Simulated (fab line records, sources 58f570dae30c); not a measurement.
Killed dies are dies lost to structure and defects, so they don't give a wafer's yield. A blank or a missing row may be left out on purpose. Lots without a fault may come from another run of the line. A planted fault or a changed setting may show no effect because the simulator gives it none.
Which tool did it? | flow berkeley_cmos170 | 14 lots, 42 wafers sampled, at 6 steps of a route of 331

WHAT THE GAUGES READ, wafer by wafer
UCB170_SCREENOX_THK_MEAS_02.
lot  | measured     | on            | SCREENOX_OXIDE_THK (nm)
L986 | day 5 11:21  | film_metro-01 | 14.63 14.29 14.57
L985 | day 5 11:22  | film_metro-02 | 14.84 14.73 14.91
L988 | day 5 20:16  | film_metro-01 | 14.28 14.33 14.47
L987 | day 5 20:17  | film_metro-02 | 14.25 14.18 14.20
L989 | day 6 04:04  | film_metro-03 | 14.44 14.63 14.54
L991 | day 6 15:07  | film_metro-03 | 14.65 14.51 14.49
L992 | day 7 07:32  | film_metro-02 | 14.22 14.00 14.18
L993 | day 7 07:32  | film_metro-01 | 14.31 14.06 14.33
L994 | day 7 15:35  | film_metro-01 | 14.67 14.60 14.41
L100 | day 8 17:02  | film_metro-03 | 14.68 14.34 14.41
L101 | day 8 17:04  | film_metro-01 | 14.30 14.13 14.51
L103 | day 9 04:28  | film_metro-03 | 14.39 14.24 14.40
L105 | day 9 21:49  | film_metro-01 | 14.16 14.04 14.18
L108 | day 10 17:00 | film_metro-03 | 14.44 14.55 14.63

UCB170_PLDD_CD_MEAS_06: target cd 1200 nm.
lot  | measured     | on        | cd_nm (nm)
L986 | day 6 09:53  | cd_sem-01 | 1202.5 1202.3 1201.7
L985 | day 6 10:16  | cd_sem-02 | 1200.0 1199.5 1201.1
L988 | day 6 18:05  | cd_sem-01 | 1199.4 1198.4 1198.3
L987 | day 6 18:23  | cd_sem-02 | 1200.3 1201.0 1199.8
L989 | day 7 08:38  | cd_sem-02 | 1199.2 1198.5 1198.6
L991 | day 7 17:04  | cd_sem-02 | 1198.2 1198.5 1198.3
L992 | day 8 09:40  | cd_sem-01 | 1200.9 1200.9 1200.3
L993 | day 8 09:11  | cd_sem-02 | 1199.3 1199.5 1198.1
L994 | day 8 14:34  | cd_sem-02 | 1196.8 1198.2 1197.9
L100 | day 9 17:02  | cd_sem-02 | 1199.7 1199.5 1199.8
L101 | day 9 16:47  | cd_sem-02 | 1199.3 1201.7 1200.2
L103 | day 10 06:37 | cd_sem-02 | 1201.8 1202.2 1202.3
L105 | day 10 20:43 | cd_sem-01 | 1201.9 1201.9 1201.1
L108 | day 11 14:23 | cd_sem-02 | 1200.7 1200.8 1201.9

UCB170_PLDD_TW_MEAS_11.
lot  | measured     | on            | PLDD_TW
L986 | day 6 10:26  | film_metro-01 | 1021 1014 1017
L985 | day 6 10:48  | film_metro-03 | 1007 1011 1012
L988 | day 6 18:38  | film_metro-02 | 1006 1001 1006
L987 | day 6 18:55  | film_metro-01 | 1027 1020 1019
L989 | day 7 09:11  | film_metro-03 | 1001 998 1001
L991 | day 7 17:37  | film_metro-03 | 995 997 999
L992 | day 8 10:13  | film_metro-02 | 1002 997 1000
L993 | day 8 09:45  | film_metro-01 | 1014 1015 1018
L994 | day 8 15:07  | film_metro-01 | 1018 1017 1018
L100 | day 9 17:35  | film_metro-01 | 1011 1014 1019
L101 | day 9 17:19  | film_metro-03 | 1090 1095 1098
L103 | day 10 07:11 | film_metro-03 | 1091 1088 1092
L105 | day 10 21:15 | film_metro-01 | 1014 1018 1020
L108 | day 11 14:56 | film_metro-01 | 1018 1013 1020

UCB170_PSD_CD_MEAS_06: target cd 1200 nm.
lot  | measured     | on        | cd_nm (nm)
L986 | day 6 19:06  | cd_sem-01 | 1203.5 1203.5 1202.4
L985 | day 6 19:11  | cd_sem-02 | 1200.5 1199.2 1199.7
L988 | day 7 03:53  | cd_sem-02 | 1200.7 1200.3 1200.8
L987 | day 7 04:05  | cd_sem-02 | 1200.0 1199.1 1198.6
L989 | day 7 17:47  | cd_sem-02 | 1200.3 1200.4 1201.7
L991 | day 8 01:35  | cd_sem-02 | 1201.0 1201.7 1201.1
L992 | day 8 19:32  | cd_sem-02 | 1199.2 1198.8 1200.3
L993 | day 8 19:16  | cd_sem-02 | 1203.2 1202.4 1202.5
L994 | day 9 01:15  | cd_sem-01 | 1200.8 1197.9 1198.4
L100 | day 10 01:59 | cd_sem-02 | 1199.0 1198.4 1197.2
L101 | day 10 01:43 | cd_sem-02 | 1200.4 1199.0 1200.0
L103 | day 10 15:37 | cd_sem-01 | 1198.1 1198.6 1198.8
L105 | day 11 04:07 | cd_sem-01 | 1201.0 1201.1 1200.2
L108 | day 11 23:07 | cd_sem-01 | 1200.7 1201.5 1199.7

UCB170_SDANNEAL_RS_MEAS_04: measures by four-point-probe.
lot  | measured     | on            | PLDD_RS (ohm/sq)
L986 | day 6 23:04  | film_metro-02 | 1032 1030 1032
L985 | day 6 23:26  | film_metro-01 | 1032 1031 1028
L988 | day 7 08:02  | film_metro-02 | 1035 1033 1031
L987 | day 7 08:41  | film_metro-02 | 1033 1029 1031
L989 | day 7 22:26  | film_metro-03 | 1031 1031 1032
L991 | day 8 07:58  | film_metro-01 | 1028 1028 1027
L992 | day 8 23:08  | film_metro-01 | 1034 1032 1033
L993 | day 8 22:42  | film_metro-02 | 1036 1035 1031
L994 | day 9 05:36  | film_metro-03 | 1033 1032 1032
L100 | day 10 06:59 | film_metro-01 | 1030 1028 1030
L101 | day 10 06:52 | film_metro-02 | 841 838 840
L103 | day 10 23:08 | film_metro-01 | 837 836 837
L105 | day 11 09:04 | film_metro-03 | 1030 1031 1033
L108 | day 12 03:56 | film_metro-02 | 1034 1036 1038

WHICH TOOL RAN EACH LOT (tool, then ch and the chambers of the sampled wafers, then the start)
lot  | UCB170_PLDD_IMPLANT_08
L986 | implanter-03 ch 0, day 6 10:03
L985 | implanter-01 ch 0, day 6 10:26
L988 | implanter-03 ch 0, day 6 18:14
L987 | implanter-04 ch 0, day 6 18:33
L989 | implanter-03 ch 0, day 7 08:47
L991 | implanter-01 ch 0, day 7 17:14
L992 | implanter-04 ch 0, day 8 09:49
L993 | implanter-03 ch 0, day 8 09:21
L994 | implanter-04 ch 0, day 8 14:43
L100 | implanter-03 ch 0, day 9 17:11
L101 | implanter-01 ch 0, day 9 16:58
L103 | implanter-01 ch 0, day 10 06:47
L105 | implanter-04 ch 0, day 10 20:53
L108 | implanter-04 ch 0, day 11 14:32
- UCB170_PLDD_IMPLANT_08

WHAT THE TOOLS THEMSELVES READ (means of the sampled wafers that have a number; where no wafer has one, the mark that the record gives instead)
UCB170_PLDD_IMPLANT_08.
lot  | tool         | beam_on_s (s) | dose_ions_cm2 | faraday_current_uA
L986 | implanter-03 | 10.03         | 5e+13         | 159
L985 | implanter-01 | 9.87          | 5e+13         | 161
L988 | implanter-03 | 9.97          | 5e+13         | 159
L987 | implanter-04 | 10.08         | 5e+13         | 157
L989 | implanter-03 | 9.97          | 5e+13         | 159
L991 | implanter-01 | 9.93          | 5e+13         | 159
L992 | implanter-04 | 10.20         | 5e+13         | 155
L993 | implanter-03 | 9.88          | 5e+13         | 160
L994 | implanter-04 | 10.06         | 5e+13         | 158
L100 | implanter-03 | 9.91          | 5e+13         | 159
L101 | implanter-01 | 14.04         | 8e+13         | 181
L103 | implanter-01 | 13.96         | 8e+13         | 182
L105 | implanter-04 | 9.79          | 5e+13         | 162
L108 | implanter-04 | 10.01         | 5e+13         | 158

THE ANSWER, worked out from the rows above alone
Rule: what is usual is taken from the lots themselves. Put in order of their means at a reading, lots are off if they are a third of the lots or fewer, leave a main group of 4 or more, and stand apart from it by a gap of 3 or more times the standard deviation of the main group's means; of several such gaps the widest counts. A main group whose means are all the same, to the digits that the tables above print for the reading, isn't used. A lot without any number at a reading at which 4 lots or more have one is off too. The other lots that the step has rows for count as sound. The gauges are gone through in route order, then the tools' own readings, and for those a lot's mean is taken as printed above. The first step at which some lot is off is used, and at that step the reading that is off furthest; a lot without a number counts as furthest.
Off: L101, L103, at UCB170_PLDD_TW_MEAS_11 (PLDD_TW). The main group: mean 1011, standard deviation 8.2.
A tool fits if, at a process step before that reading, it ran every lot that is off, and no sound lot after the first of them. The gauges at UCB170_PLDD_TW_MEAS_11 aren't tried: what is off there is off at UCB170_SDANNEAL_RS_MEAS_04 too, on other tools, and a gauge's error can't cause that. One fits: implanter-01 at UCB170_PLDD_IMPLANT_08. Its last sound lot is L991 (day 7 17:14), its first lot that is off L101 (day 9 16:58): a fault that began between those two fits.
The tool's own readings at UCB170_PLDD_IMPLANT_08 bear it out: on the lots that are off they differ by more than 5 times the standard deviation of the sound lots' means. beam_on_s reads 14.00 s there against 9.97 s on the sound lots; dose_ions_cm2 reads 8e+13 there against 5e+13 on the sound lots; faraday_current_uA reads 182 there against 159 on the sound lots.

WHAT THE SIMULATOR HAD PUT IN
Process parameter drift: implanter-01, from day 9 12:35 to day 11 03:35, at UCB170_PLDD_IMPLANT_08. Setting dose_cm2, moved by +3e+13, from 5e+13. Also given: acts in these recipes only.
Lots struck among those shown: L101, L103. The rule above found the same.
